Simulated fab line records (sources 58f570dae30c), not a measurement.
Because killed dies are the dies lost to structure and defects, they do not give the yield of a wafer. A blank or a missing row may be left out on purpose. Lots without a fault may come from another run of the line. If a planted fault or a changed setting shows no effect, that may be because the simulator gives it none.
Tool commonality check :: flow berkeley_cmos170 :: Lots sampled 14, wafers sampled 48

## REASON IT WAS OPENED
At UCB170_PLDD_TW_MEAS_11 the reading PLDD_TW is flagged on 2 of 14 lots. Fault-free wafers read 1012, with a standard deviation of 12.
Rule: a lot is flagged when every wafer of it that has a number lies more than 4 standard deviations from that mean, or none has a number. The rest of the lots are taken to be sound.

lot: L914
measured: day 7 18:56
on: film_metro-01
PLDD_TW, wafer by wafer: 1015 1023 1021
flag: 

lot: L913
measured: day 7 19:07
on: film_metro-01
PLDD_TW, wafer by wafer: 1020 1023 1021
flag: 

lot: L918
measured: day 8 19:46
on: film_metro-03
PLDD_TW, wafer by wafer: 1003 1004 1009
flag: 

lot: L917
measured: day 8 20:14
on: film_metro-03
PLDD_TW, wafer by wafer: 1000 1006 1008
flag: 

lot: L919
measured: day 9 02:19
on: film_metro-01
PLDD_TW, wafer by wafer: 1026 1026 1021
flag: 

lot: L920
measured: day 9 02:35
on: film_metro-03
PLDD_TW, wafer by wafer: 995 1000 993
flag: 

lot: L923
measured: day 9 09:46
on: film_metro-01
PLDD_TW, wafer by wafer: 1030 1028 1026
flag: 

lot: L922
measured: day 9 10:07
on: film_metro-01
PLDD_TW, wafer by wafer: 948 947 951 953 953 952
flag: FLAGGED

lot: L921
measured: day 9 10:08
on: film_metro-03
PLDD_TW, wafer by wafer: 1003 997 996
flag: 

lot: L927
measured: day 10 10:40
on: film_metro-03
PLDD_TW, wafer by wafer: 936 929 929 936 930 936
flag: FLAGGED

lot: L932
measured: day 11 12:05
on: film_metro-01
PLDD_TW, wafer by wafer: 1035 1036 1030
flag: 

lot: L934
measured: day 11 12:29
on: film_metro-03
PLDD_TW, wafer by wafer: 1001 1005 1009
flag: 

lot: L933
measured: day 11 15:25
on: film_metro-03
PLDD_TW, wafer by wafer: 1005 1010 1006
flag: 

lot: L931
measured: day 11 15:41
on: film_metro-03
PLDD_TW, wafer by wafer: 1005 1009 1005
flag: 
On average the flagged lots' numbers are 942, which is -70 against the usual, or -6 standard deviations.

## EACH LOT AND THE TOOL IT RAN ON
The record holds 1 process step before the reading, out of a route of 331 steps. In each cell: the tool, then ch and the chambers that the sampled wafers went through, then the start.
lot: L914
flag: 
UCB170_PLDD_IMPLANT_08: implanter-03 ch 0, day 7 18:32

lot: L913
flag: 
UCB170_PLDD_IMPLANT_08: implanter-04 ch 0, day 7 18:43

lot: L918
flag: 
UCB170_PLDD_IMPLANT_08: implanter-03 ch 0, day 8 19:22

lot: L917
flag: 
UCB170_PLDD_IMPLANT_08: implanter-02 ch 0, day 8 19:44

lot: L919
flag: 
UCB170_PLDD_IMPLANT_08: implanter-02 ch 0, day 9 01:56

lot: L920
flag: 
UCB170_PLDD_IMPLANT_08: implanter-03 ch 0, day 9 02:13

lot: L923
flag: 
UCB170_PLDD_IMPLANT_08: implanter-04 ch 0, day 9 09:23

lot: L922
flag: FLAGGED
UCB170_PLDD_IMPLANT_08: implanter-02 ch 0, day 9 09:44

lot: L921
flag: 
UCB170_PLDD_IMPLANT_08: implanter-04 ch 0, day 9 09:46

lot: L927
flag: FLAGGED
UCB170_PLDD_IMPLANT_08: implanter-02 ch 0, day 10 10:16

lot: L932
flag: 
UCB170_PLDD_IMPLANT_08: implanter-03 ch 0, day 11 11:43

lot: L934
flag: 
UCB170_PLDD_IMPLANT_08: implanter-04 ch 0, day 11 12:05

lot: L933
flag: 
UCB170_PLDD_IMPLANT_08: implanter-03 ch 0, day 11 15:01

lot: L931
flag: 
UCB170_PLDD_IMPLANT_08: implanter-04 ch 0, day 11 15:19
What is done by these steps:
- UCB170_PLDD_IMPLANT_08
- UCB170_PLDD_TW_MEAS_11

## FLAGGED AGAINST TOTAL, ONE TOOL AT A TIME (gauges that did the reading follow at the end)
step: UCB170_PLDD_IMPLANT_08
tool: implanter-02
lots run: 4
flagged: 2
share of the flagged lots: all
sound lots run after its first flagged lot: 0

step: UCB170_PLDD_IMPLANT_08
tool: implanter-03
lots run: 5
flagged: 0
share of the flagged lots: none
sound lots run after its first flagged lot: -

step: UCB170_PLDD_IMPLANT_08
tool: implanter-04
lots run: 5
flagged: 0
share of the flagged lots: none
sound lots run after its first flagged lot: -

step: UCB170_PLDD_TW_MEAS_11
tool: film_metro-01
lots run: 6
flagged: 1
share of the flagged lots: some
sound lots run after its first flagged lot: 1 (L932)

step: UCB170_PLDD_TW_MEAS_11
tool: film_metro-03
lots run: 8
flagged: 1
share of the flagged lots: some
sound lots run after its first flagged lot: 3 (L934,L933,L931)

## THE TABLE: WHAT IT ALLOWS
1 row of the table ran every flagged lot: implanter-02 at UCB170_PLDD_IMPLANT_08.
- implanter-02 at UCB170_PLDD_IMPLANT_08: 2 of its 4 lots flagged. It ran its last sound lot, L919, at day 9 01:56 and its first flagged lot, L922, at day 9 09:44: a fault with its onset between the two fits. Its own readings (dose_ions_cm2, faraday_current_uA) fall more than 4 standard deviations out on all wafers of the flagged lots.
Left over: one tool, implanter-02 at UCB170_PLDD_IMPLANT_08.

## WHAT THE SIMULATOR PUT IN
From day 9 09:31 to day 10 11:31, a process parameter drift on implanter-02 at UCB170_PLDD_IMPLANT_08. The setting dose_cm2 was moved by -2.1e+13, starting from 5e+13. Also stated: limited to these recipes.
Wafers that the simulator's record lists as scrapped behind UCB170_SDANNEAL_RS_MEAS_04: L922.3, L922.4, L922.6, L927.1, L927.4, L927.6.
Struck lots among those shown: L922, L927. The same result came from the rule above.
